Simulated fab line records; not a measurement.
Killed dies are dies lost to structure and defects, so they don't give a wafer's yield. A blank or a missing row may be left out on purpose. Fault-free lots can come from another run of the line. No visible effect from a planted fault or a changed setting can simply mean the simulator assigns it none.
Lot-split experiment / flow rit_cmos / on a route of 202 steps: 5 lots, 23 wafers read

SPLIT DETAILS
At RIT_ACTIVE_OXIDATION_01 (target thk 46.8 nm, ox time 3360 s), the setting temp_c was moved away from the recipe's 1000 C on 15 of the 23 wafers read, by -2.2% to +2.6%. All remaining wafers had this setting at the recipe value.

No step appears in the file between the split and the reading.

THE READING
Values of ACTIVE_OXIDE_THK in nm from RIT_ACTIVE_THK_MEAS_02. A value of 46.8 nm with a standard deviation of 0.96 nm is what fault-free wafers of this fab line usually give.

wafer=L077.1; tool, chamber at the split=-, -; temp_c as run, C=1025; against the recipe=+2.5%; ACTIVE_OXIDE_THK, nm=59.9; against lot-mates on the recipe=no lot-mate on the recipe
wafer=L077.2; tool, chamber at the split=-, -; temp_c as run, C=1025; against the recipe=+2.5%; ACTIVE_OXIDE_THK, nm=60.8; against lot-mates on the recipe=no lot-mate on the recipe
wafer=L077.4; tool, chamber at the split=-, -; temp_c as run, C=1025; against the recipe=+2.5%; ACTIVE_OXIDE_THK, nm=60.6; against lot-mates on the recipe=no lot-mate on the recipe
wafer=L077.5; tool, chamber at the split=-, -; temp_c as run, C=1025; against the recipe=+2.5%; ACTIVE_OXIDE_THK, nm=60.2; against lot-mates on the recipe=no lot-mate on the recipe
wafer=L077.6; tool, chamber at the split=-, -; temp_c as run, C=1025; against the recipe=+2.5%; ACTIVE_OXIDE_THK, nm=60.6; against lot-mates on the recipe=no lot-mate on the recipe
wafer=L079.2; tool, chamber at the split=-, -; temp_c as run, C=1026; against the recipe=+2.6%; ACTIVE_OXIDE_THK, nm=61.4; against lot-mates on the recipe=no lot-mate on the recipe
wafer=L079.3; tool, chamber at the split=-, -; temp_c as run, C=1026; against the recipe=+2.6%; ACTIVE_OXIDE_THK, nm=60.4; against lot-mates on the recipe=no lot-mate on the recipe
wafer=L079.4; tool, chamber at the split=-, -; temp_c as run, C=1026; against the recipe=+2.6%; ACTIVE_OXIDE_THK, nm=61.2; against lot-mates on the recipe=no lot-mate on the recipe
wafer=L079.5; tool, chamber at the split=-, -; temp_c as run, C=1026; against the recipe=+2.6%; ACTIVE_OXIDE_THK, nm=60.3; against lot-mates on the recipe=no lot-mate on the recipe
wafer=L079.6; tool, chamber at the split=-, -; temp_c as run, C=1026; against the recipe=+2.6%; ACTIVE_OXIDE_THK, nm=61.8; against lot-mates on the recipe=no lot-mate on the recipe
wafer=L080.1; tool, chamber at the split=furnace-01, 0; temp_c as run, C=1000; against the recipe=recipe; ACTIVE_OXIDE_THK, nm=47.4; against lot-mates on the recipe=-
wafer=L080.4; tool, chamber at the split=furnace-01, 0; temp_c as run, C=1000; against the recipe=recipe; ACTIVE_OXIDE_THK, nm=46.7; against lot-mates on the recipe=-
wafer=L080.5; tool, chamber at the split=furnace-01, 0; temp_c as run, C=1000; against the recipe=recipe; ACTIVE_OXIDE_THK, nm=46.2; against lot-mates on the recipe=-
wafer=L081.2; tool, chamber at the split=-, -; temp_c as run, C=978.2; against the recipe=-2.2%; ACTIVE_OXIDE_THK, nm=37.0; against lot-mates on the recipe=no lot-mate on the recipe
wafer=L081.3; tool, chamber at the split=-, -; temp_c as run, C=978.2; against the recipe=-2.2%; ACTIVE_OXIDE_THK, nm=37.2; against lot-mates on the recipe=no lot-mate on the recipe
wafer=L081.4; tool, chamber at the split=-, -; temp_c as run, C=978.2; against the recipe=-2.2%; ACTIVE_OXIDE_THK, nm=37.7; against lot-mates on the recipe=no lot-mate on the recipe
wafer=L081.5; tool, chamber at the split=-, -; temp_c as run, C=978.2; against the recipe=-2.2%; ACTIVE_OXIDE_THK, nm=36.9; against lot-mates on the recipe=no lot-mate on the recipe
wafer=L081.6; tool, chamber at the split=-, -; temp_c as run, C=978.2; against the recipe=-2.2%; ACTIVE_OXIDE_THK, nm=37.4; against lot-mates on the recipe=no lot-mate on the recipe
wafer=L083.1; tool, chamber at the split=-, -; temp_c as run, C=1000; against the recipe=recipe; ACTIVE_OXIDE_THK, nm=46.3; against lot-mates on the recipe=-
wafer=L083.2; tool, chamber at the split=-, -; temp_c as run, C=1000; against the recipe=recipe; ACTIVE_OXIDE_THK, nm=46.4; against lot-mates on the recipe=-
wafer=L083.3; tool, chamber at the split=-, -; temp_c as run, C=1000; against the recipe=recipe; ACTIVE_OXIDE_THK, nm=45.4; against lot-mates on the recipe=-
wafer=L083.4; tool, chamber at the split=-, -; temp_c as run, C=1000; against the recipe=recipe; ACTIVE_OXIDE_THK, nm=45.5; against lot-mates on the recipe=-
wafer=L083.6; tool, chamber at the split=-, -; temp_c as run, C=1000; against the recipe=recipe; ACTIVE_OXIDE_THK, nm=46.8; against lot-mates on the recipe=-

THE FIT
A straight line over all 23 wafers: ACTIVE_OXIDE_THK changes by +5.07 nm for each +1% of temp_c; r = +1.00; the points scatter about the line by 0.98 nm.
Too few moved wafers have a lot-mate on the recipe to fit a line with each lot's own level taken away.

THE WHOLE CHAIN: every reading that the file lists as answering this split, in the file's order
step=RIT_ACTIVE_OXIDATION_01; what it does=target thk 46.8 nm, ox time 3360 s; reading=SiO2_of_ACTIVE_OXIDATION_01.thk_nm (the simulator's own value, which no gauge read); change (the file's fit)=+5.07 nm for each +1% of the setting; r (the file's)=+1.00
step=RIT_ACTIVE_THK_MEAS_02; what it does=; reading=ACTIVE_OXIDE_THK; change (the file's fit)=+5.07 for each +1% of the setting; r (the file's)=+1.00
step=RIT_ACTIVE_ETCH_13; what it does=etches Si3N4 in SF6, stops on SiO2, time 210 s, target depth 210 nm; reading=SiO2_of_ACTIVE_OXIDATION_01.thk_nm (the simulator's own value, which no gauge read); change (the file's fit)=+5.01 nm for each +1% of the setting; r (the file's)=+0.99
step=RIT_FOX2_WET_ETCH_03; what it does=etches Si3N4 in H3PO4, target depth 195 nm, time 2700 s; reading=SiO2_of_ACTIVE_OXIDATION_01.thk_nm (the simulator's own value, which no gauge read); change (the file's fit)=+4.42 nm for each +1% of the setting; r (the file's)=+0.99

FILE'S OWN FIT
ACTIVE_OXIDE_THK changes by +5.07 nm for each +1% of temp_c, r = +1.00.
